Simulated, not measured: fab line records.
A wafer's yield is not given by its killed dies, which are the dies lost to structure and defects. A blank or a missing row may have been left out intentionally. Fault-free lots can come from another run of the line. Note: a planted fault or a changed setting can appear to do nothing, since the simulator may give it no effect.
fab line records	flow rit_cmos
record lots=6	wafers=18	last_day=7
route steps=202 shown PWELL@49 WELLDRIVE@50 NWELL@51 NRETRO@53 PRETRO@64 M1@202
lots that met no fault: from a run of the same line without faults
start_h: start of the lot's first displayed wafer, in hours after the record's first day	wait_h: how many hours have passed since the lot's step before this one	" identical to the entry in the row above	L1.1+2: several wafers, shown together as one row	- either no value or no given start	* or withheld: withheld	< > ~ a bound
route shown NAME@n: a module of which the file shows steps, and the number in the route of the first	usual: mean and standard deviation over wafers with no fault	same: alike in all rows	chamber/n: place in a boat	sites: the reading at each site	_std_site: their standard deviation	_edge_site: inner sites' mean taken away from outer sites' mean	radius_mm: for every site, how far away it sits from the centre of the wafer	mask NAME#n: copy n	behind: the most recent tool/chamber to have shaped the wafer	hold: why the lot went on hold/how many hours it stayed there/how the hold came to an end	device: transistor that didn't switch, given as n, p or np	end of line: at the end of the route, the tests of the same wafers	step lacking rows: just its recipe	killed: count of dies lost to structure and defects at first sort (not the wafer's yield)	map: a wafer's dies, x killed, . not, _ none there
set.NAME: the setting that was run; set.NAME@STEP: the one run at that earlier step	model.NAME: the simulator's own value behind a step, which no gauge read
lots at selected steps of the route; one table per step, one row per wafer
services: from which hour (start_h, from the record's first day; less than 0 if before it) a tool's chamber was out of use, for how many hours, and why
## steps
# step RIT_PWELL_TW_MEAS_10
# usual PWELL_TW=943/11
lot.wafer	tool	chamber	start_h	wait_h	PWELL_TW
L804.2	film_metro-01	-	45.42	0.1	958
L804.3	"	-	"	"	960
L804.6	"	-	"	"	961
L805.2	film_metro-03	-	47.70	0.1	934
L805.4	"	-	"	"	928
L805.5	"	-	"	"	934
L807.2	film_metro-04	-	57.44	0.1	949
L807.3	"	-	"	"	949
L807.5	"	-	"	"	946
L815.3	film_metro-03	-	99.33	0.1	934
L815.4	"	-	"	"	936
L815.6	"	-	"	"	936
L821.2	film_metro-01	-	134.37	0.2	950
L821.3	"	-	"	"	947
L821.6	"	-	"	"	954
L822.2	film_metro-01	-	137.74	0.1	957
L822.3	"	-	"	"	955
L822.5	"	-	"	"	947
# step RIT_WELLDRIVE_ANNEAL_00
# recipe temp_c=1100	time_s=14700	ambient=N2
# step RIT_WELLDRIVE_RS_MEAS_01
# recipe thk_meas_gauge=four-point-probe
# usual NWELL_RS=275.4/0.7
lot.wafer	tool	chamber	start_h	wait_h	NWELL_RS[ohm/sq]
L804.2	film_metro-03	-	50.57	0.0	276.2
L804.3	"	-	"	"	275.4
L804.6	"	-	"	"	274.9
L805.2	film_metro-03	-	52.85	0.0	274.3
L805.4	"	-	"	"	274.9
L805.5	"	-	"	"	275.0
L807.2	film_metro-01	-	63.30	0.0	275.8
L807.3	"	-	"	"	275.7
L807.5	"	-	"	"	276.9
L815.3	film_metro-03	-	105.84	0.0	275.0
L815.4	"	-	"	"	275.3
L815.6	"	-	"	"	275.2
L821.2	film_metro-03	-	140.54	0.0	275.3
L821.3	"	-	"	"	275.5
L821.6	"	-	"	"	275.6
L822.2	film_metro-01	-	145.62	0.0	276.8
L822.3	"	-	"	"	275.5
L822.5	"	-	"	"	275.6
# step RIT_WELLDRIVE_RS_MEAS_02
# recipe thk_meas_gauge=four-point-probe
# usual PWELL_RS=429.4/1.1
lot.wafer	tool	chamber	start_h	wait_h	PWELL_RS[ohm/sq]
L804.2	film_metro-03	-	50.69	0.1	427.0
L804.3	"	-	"	"	426.6
L804.6	"	-	"	"	427.3
L805.2	film_metro-03	-	52.97	0.1	428.6
L805.4	"	-	"	"	430.6
L805.5	"	-	"	"	428.6
L807.2	film_metro-01	-	63.42	0.1	430.5
L807.3	"	-	"	"	430.0
L807.5	"	-	"	"	430.0
L815.3	film_metro-03	-	105.96	0.1	428.4
L815.4	"	-	"	"	429.6
L815.6	"	-	"	"	428.9
L821.2	film_metro-03	-	140.66	0.1	430.4
L821.3	"	-	"	"	431.8
L821.6	"	-	"	"	430.3
L822.2	film_metro-01	-	145.74	0.1	431.1
L822.3	"	-	"	"	429.7
L822.5	"	-	"	"	431.3
# step RIT_NRETRO_HMDS_00
# recipe prime_time_s=60	prime_temp_c=140
# step RIT_NRETRO_COAT_01
# recipe resist=NOVOLAK	spin_rpm=2000	resist_thk_nm=1300
# step RIT_NRETRO_SOFTBAKE_02
# recipe resist=NOVOLAK	temp_c=90	time_s=60
# step RIT_NRETRO_EXPOSE_03
# recipe mask_id=M4	na=0.57	target_cd_nm=43900	dose_mj=250
# step RIT_NRETRO_PEB_04
# recipe resist=NOVOLAK	temp_c=withheld	time_s=withheld
# step RIT_NRETRO_DEVELOP_05
# recipe resist=NOVOLAK	develop_time_s=68	dev_temp_c=23
# step RIT_NRETRO_OVL_MEAS_06
# usual NRETRO_OVL=-0.6/1.6
lot.wafer	tool	chamber	start_h	wait_h	NRETRO_OVL[nm]
L804.2	overlay-01	-	51.68	-	-1.2
L804.3	"	-	"	"	-0.5
L804.6	"	-	"	"	-3.0
L805.2	overlay-01	-	54.12	-	-0.9
L805.4	"	-	"	"	-1.4
L805.5	"	-	"	"	-2.7
L807.2	overlay-01	-	64.57	-	0.0
L807.3	"	-	"	"	2.1
L807.5	"	-	"	"	-0.4
L815.3	overlay-01	-	106.96	-	3.3
L815.4	"	-	"	"	1.1
L815.6	"	-	"	"	3.9
L821.2	overlay-02	-	141.77	-	1.1
L821.3	"	-	"	"	1.5
L821.6	"	-	"	"	1.3
L822.2	overlay-01	-	146.73	-	0.3
L822.3	"	-	"	"	-0.6
L822.5	"	-	"	"	-0.7
# step RIT_NRETRO_HARDBAKE_07
# recipe resist=NOVOLAK	temp_c=140	time_s=120
# step RIT_NRETRO_IMPLANT_08
# recipe species=P	energy_kev=70	dose_cm2=1e+13	tilt_deg=7
# usual dose_ions_cm2=1.0003e+13/1.1e+10	end_station_pressure_torr=5.01e-06/2.6e-07	faraday_current_uA=31.6/0.62
lot.wafer	tool	chamber	start_h	wait_h	dose_ions_cm2	end_station_pressure_torr	faraday_current_uA
L804.2	implanter-03	0	51.98	0.2	9.993e+12	5.04e-06	31.6
L804.3	"	0	"	"	1.0003e+13	5.08e-06	31.3
L804.6	"	0	"	"	1.001e+13	5.48e-06	31.6
L805.2	implanter-02	0	54.44	0.2	9.995e+12	4.63e-06	30.6
L805.4	"	0	"	"	9.999e+12	4.91e-06	32.2
L805.5	"	0	"	"	9.996e+12	4.96e-06	32.4
L807.2	implanter-02	0	64.87	0.2	9.986e+12	5.11e-06	31.6
L807.3	"	0	"	"	1.0012e+13	5.34e-06	32.2
L807.5	"	0	"	"	1.0005e+13	5.43e-06	30.3
L815.3	implanter-01	0	107.28	0.2	1.0019e+13	4.99e-06	31.1
L815.4	"	0	"	"	1.0007e+13	5.3e-06	31.6
L815.6	"	0	"	"	9.996e+12	5.01e-06	32.1
L821.2	implanter-01	0	142.08	0.2	1.3705e+13	5.14e-06	43.3
L821.3	"	0	"	"	1.3713e+13	5.17e-06	43.6
L821.6	"	0	"	"	1.3698e+13	5.28e-06	42.5
L822.2	implanter-01	0	147.03	0.2	1.3691e+13	4.78e-06	44.3
L822.3	"	0	"	"	1.3712e+13	4.84e-06	44.2
L822.5	"	0	"	"	1.3692e+13	4.83e-06	42.5
# step RIT_NRETRO_STRIP_09
# recipe chemistry=O2	time_s=180	resist=NOVOLAK	platen_temp_c=withheld	power_w=500	pressure_mtorr=4000	o2_flow_sccm=4000
# usual drypump_motor_current_A=6.1/0.37
lot.wafer	tool	chamber	start_h	wait_h	drypump_motor_current_A	rf_hours_counter_h
L804.2	plasma_asher-03	0	52.11	0.1	5.4	40
L804.3	"	0	"	"	5.4	-
L804.6	"	1	"	"	6.4	-
L805.2	plasma_asher-01	1	54.57	0.1	6.0	25
L805.4	"	0	"	"	6.5	-
L805.5	"	1	"	"	6.0	-
L807.2	plasma_asher-04	0	65.00	0.1	5.9	44
L807.3	"	0	"	"	5.9	-
L807.5	"	1	"	"	5.7	-
L815.3	plasma_asher-01	0	107.44	0.1	6.5	-
L815.4	"	1	"	"	6.0	-
L815.6	"	0	"	"	6.5	-
L821.2	plasma_asher-04	1	142.20	0.1	5.7	52
L821.3	"	1	"	"	5.7	-
L821.6	"	0	"	"	5.9	-
L822.2	plasma_asher-03	0	147.16	0.1	5.4	3
L822.3	"	0	"	"	5.4	-
L822.5	"	1	"	"	6.4	-
# step RIT_NRETRO_TW_MEAS_10
# usual NRETRO_TW=1050/4
lot.wafer	tool	chamber	start_h	wait_h	NRETRO_TW
L804.2	film_metro-02	-	52.29	0.1	1056
L804.3	"	-	"	"	1056
L804.6	"	-	"	"	1052
L805.2	film_metro-04	-	54.75	0.1	1047
L805.4	"	-	"	"	1042
L805.5	"	-	"	"	1052
L807.2	film_metro-01	-	65.18	0.1	1047
L807.3	"	-	"	"	1045
L807.5	"	-	"	"	1053
L815.3	film_metro-04	-	107.57	0.1	1051
L815.4	"	-	"	"	1051
L815.6	"	-	"	"	1048
L821.2	film_metro-01	-	142.39	0.1	1164
L821.3	"	-	"	"	1165
L821.6	"	-	"	"	1156
L822.2	film_metro-02	-	147.34	0.1	1158
L822.3	"	-	"	"	1154
L822.5	"	-	"	"	1162
# step RIT_PRETRO_HMDS_00
# recipe prime_time_s=60	prime_temp_c=140
# step RIT_M1_PROBE_99
# usual killed_at_M0_to_M3=0.0/0.14	killed_at_front_end=6.6/2.7	killed_dies=6.7/2.7	killed_open=3.3/1.9	killed_short=3.4/1.9
# same gross_dies=264	killed_at_M4_up=0	killed_at_back_side=0	killed_at_contacts=0	killed_at_other=0
lot.wafer	tool	chamber	start_h	wait_h	killed_at_M0_to_M3	killed_at_front_end	killed_dies	killed_open	killed_short	model.etest.pmos_0p3.r_on_ohm_um	model.etest.pmos_turned.r_on_ohm_um	model.etest.pmos_0p15.drive_ua_um	model.etest.pmos_turned.drive_ua_um	model.etest.pmos_narrow.drive_ua_um	model.etest.pmos_0p3.drive_ua_um	model.etest.well_edge_right.line_ohm_um	model.etest.well_edge_left.line_ohm_um
L804.2	prober-01	-	80.47	0.1	0	9	9	3	6	6305	3444	256.4	190.1	98.64	99.87	183.1	182.9
L804.3	prober-01	-	80.52	0.2	0	9	9	8	1	6394	3376	259.4	192.8	97.19	98.28	185.5	181.1
L804.6	prober-01	-	80.67	0.2	0	7	7	3	4	6280	3387	261.9	194.2	100.5	101.2	181.7	182
L805.2	prober-02	-	83.27	0.1	0	8	8	4	4	6304	3443	255.1	188.5	103	100.4	180.7	184.8
L805.4	prober-02	-	83.37	0.2	0	8	8	6	2	6294	3481	252.5	188.6	102.8	100.1	181.2	181.6
L805.5	prober-02	-	83.42	0.2	0	9	9	5	4	6260	3407	256.3	191	102.4	100.7	180.5	180.5
L807.2	prober-02	-	92.57	0.1	0	6	6	4	2	6577	3597	245.8	175.6	96.86	95.39	182.9	181.8
L807.3	prober-02	-	92.62	0.2	0	5	5	2	3	6472	3524	248.9	182.6	98.43	96.63	182.1	181.6
L807.5	prober-02	-	92.72	0.2	0	12	12	9	3	6382	3515	247.8	183	99.03	97.95	179.3	182.8
L815.3	prober-02	-	144.20	0.2	0	11	11	5	6	6143	3310	260.3	201.1	106.6	103.2	182.1	182
L815.4	prober-02	-	144.25	0.2	0	12	12	8	4	6253	3291	261	199.9	103.5	101.8	184.7	182.4
L815.6	prober-02	-	144.35	0.2	0	8	8	4	4	6218	3367	258.7	196.9	105.4	102.9	185.3	182.2
L821.2	prober-01	-	173.57	0.1	0	8	8	1	7	6549	3455	243.2	185.8	90.78	90.43	176.4	175
L821.3	prober-01	-	173.62	0.2	1	8	9	4	5	6634	3446	244.2	183	90.54	90.45	176.3	174.7
L821.6	prober-01	-	173.77	0.2	0	5	5	3	2	6549	3509	240.8	183.3	91.72	91.32	175.4	175.7
L822.2	prober-02	-	175.34	0.1	0	6	6	4	2	6438	3479	249.9	181.6	96.95	94.08	176.7	177
L822.3	prober-02	-	175.39	0.2	0	7	7	4	3	6579	3617	242.9	172.7	92.48	93.83	177	176.3
L822.5	prober-02	-	175.49	0.2	0	5	5	1	4	6441	3551	247.2	175.5	95.59	94.72	177.1	177.1
# killed by level:class
L804.2 FOX1:geometric_particle:short=2 GATE:geometric_particle:short=2 FOX1:geometric_particle:open=1 FOX2:geometric_particle:short=1 FOX2:geometric_particle:open=1 GATE:geometric_particle:open=1 SILICIDE:geometric_particle:short=1
L804.3 FOX1:geometric_particle:open=4 GATE:geometric_particle:open=2 ACTIVE:geometric_particle:open=1 FOX1:geometric_particle:short=1 REOX:geometric_particle:open=1
L804.6 GATE:geometric_particle:short=2 FOX1:geometric_particle:open=1 FOX1:geometric_particle:short=1 SPACER:geometric_particle:short=1 SPACER:geometric_particle:open=1 SILICIDE:geometric_particle:open=1
L805.2 GATE:geometric_particle:open=3 FOX1:geometric_particle:short=2 REOX:geometric_particle:short=2 FOX1:geometric_particle:open=1
L805.4 GATE:geometric_particle:short=2 SPACER:geometric_particle:open=2 FOX1:geometric_particle:open=1 GATE:geometric_particle:open=1 REOX:geometric_particle:open=1 SILICIDE:geometric_particle:open=1
L805.5 FOX1:geometric_particle:short=2 FOX1:geometric_particle:open=2 GATE:geometric_particle:short=2 REOX:geometric_particle:open=2 SPACER:geometric_particle:open=1
L807.2 SILICIDE:geometric_particle:open=2 FOX1:geometric_particle:short=1 GATE:geometric_particle:open=1 GATE:geometric_particle:short=1 REOX:geometric_particle:open=1
L807.3 SPACER:geometric_particle:short=2 FOX1:geometric_particle:short=1 FOX2:geometric_particle:open=1 SPACER:geometric_particle:open=1
L807.5 GATE:geometric_particle:open=4 REOX:geometric_particle:open=2 SPACER:geometric_particle:open=2 FOX1:geometric_particle:open=1 FOX1:geometric_particle:short=1 SILICIDE:geometric_particle:short=1 GATE:geometric_particle:short=1
L815.3 GATE:geometric_particle:open=4 FOX1:geometric_particle:short=1 FOX2:geometric_particle:short=1 GATE:geometric_particle:short=1 REOX:geometric_particle:open=1 REOX:geometric_particle:short=1 SPACER:geometric_particle:short=1 SILICIDE:geometric_particle:short=1
L815.4 SPACER:geometric_particle:open=4 FOX1:geometric_particle:open=2 GATE:geometric_particle:short=2 FOX1:geometric_particle:short=1 GATE:geometric_particle:open=1 REOX:geometric_particle:open=1 SPACER:geometric_particle:short=1
L815.6 GATE:geometric_particle:short=3 GATE:geometric_particle:open=2 FOX1:geometric_particle:open=1 REOX:geometric_particle:short=1 REOX:geometric_particle:open=1
L821.2 GATE:geometric_particle:short=3 REOX:geometric_particle:short=3 FOX1:geometric_particle:open=1 FOX2:geometric_particle:short=1
L821.3 GATE:geometric_particle:short=2 FOX1:geometric_particle:short=1 FOX2:geometric_particle:open=1 GATE:geometric_particle:open=1 REOX:geometric_particle:open=1 REOX:geometric_particle:short=1 SPACER:geometric_particle:short=1 M1:geometric_particle:open=1
L821.6 FOX2:geometric_particle:open=3 FOX2:geometric_particle:short=1 REOX:geometric_particle:short=1
L822.2 FOX1:geometric_particle:open=2 FOX1:geometric_particle:short=1 GATE:geometric_particle:open=1 GATE:geometric_particle:short=1 SPACER:geometric_particle:open=1
L822.3 FOX2:geometric_particle:open=2 SPACER:geometric_particle:open=2 ACTIVE:geometric_particle:short=1 GATE:geometric_particle:short=1 SILICIDE:geometric_particle:short=1
L822.5 FOX1:geometric_particle:short=1 GATE:geometric_particle:short=1 SILICIDE:geometric_particle:short=1 SPACER:geometric_particle:short=1 SILICIDE:geometric_particle:open=1
## services
tool	chamber	start_h	hours	kind
plasma_asher-03	-	56.69	2.8	pm
implanter-03	-	57.48	2.4	pm
implanter-03	-	91.23	1.7	repair
plasma_asher-03	-	108.75	9.0	pm
plasma_asher-03	0	108.75	9.0	vent_cycle
plasma_asher-03	1	108.75	9.0	vent_cycle
implanter-01	-	110.63	8.1	repair
plasma_asher-03	0	117.75	-	clean
plasma_asher-03	1	117.75	-	clean
plasma_asher-03	-	142.18	0.6	repair
## key
first_sign step=RIT_NRETRO_IMPLANT_08	reading=dose_ions_cm2	direction=up	sigmas=99+	usual=1.0003e+13	struck=1.3702e+13
effect step=RIT_NRETRO_IMPLANT_08	reading=faraday_current_uA	direction=up	sigmas=19	usual=31.6	struck=43.4
effect step=RIT_NRETRO_TW_MEAS_10	reading=NRETRO_TW	direction=up	sigmas=28	usual=1050	struck=1160
model_effect step=RIT_M1_PROBE_99	value=etest.pmos_0p3.r_on_ohm_um	without=6155	struck=6532
met_at RIT_NRETRO_IMPLANT_08
struck_wafers L821.2,L821.3,L821.6,L822.2,L822.3,L822.5
tester_left_out L821,L822
loop_trim step=RIT_M1_EXPOSE_06	setting=dose	lots=L821,L822
onset_between 107.28 142.08
fault kind=process_parameter_drift	tool=implanter-01	chamber=-	onset_h=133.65	steps=RIT_NRETRO_IMPLANT_08	channel=dose_cm2	offset=3.7e+12	shape=step	end_h=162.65	acts_in=these_recipes_only	stated=1e+13
# tester_left_out: of these lots the tester's yield and bins aren't shown, on N5 and GAA mostly nor the transistor test; their killed dies are dies lost to structure and defects alone, not to doping, threshold or leakage, so they don't give the yield
# loop_trim: a control loop set the setting to another value than it would have without faults
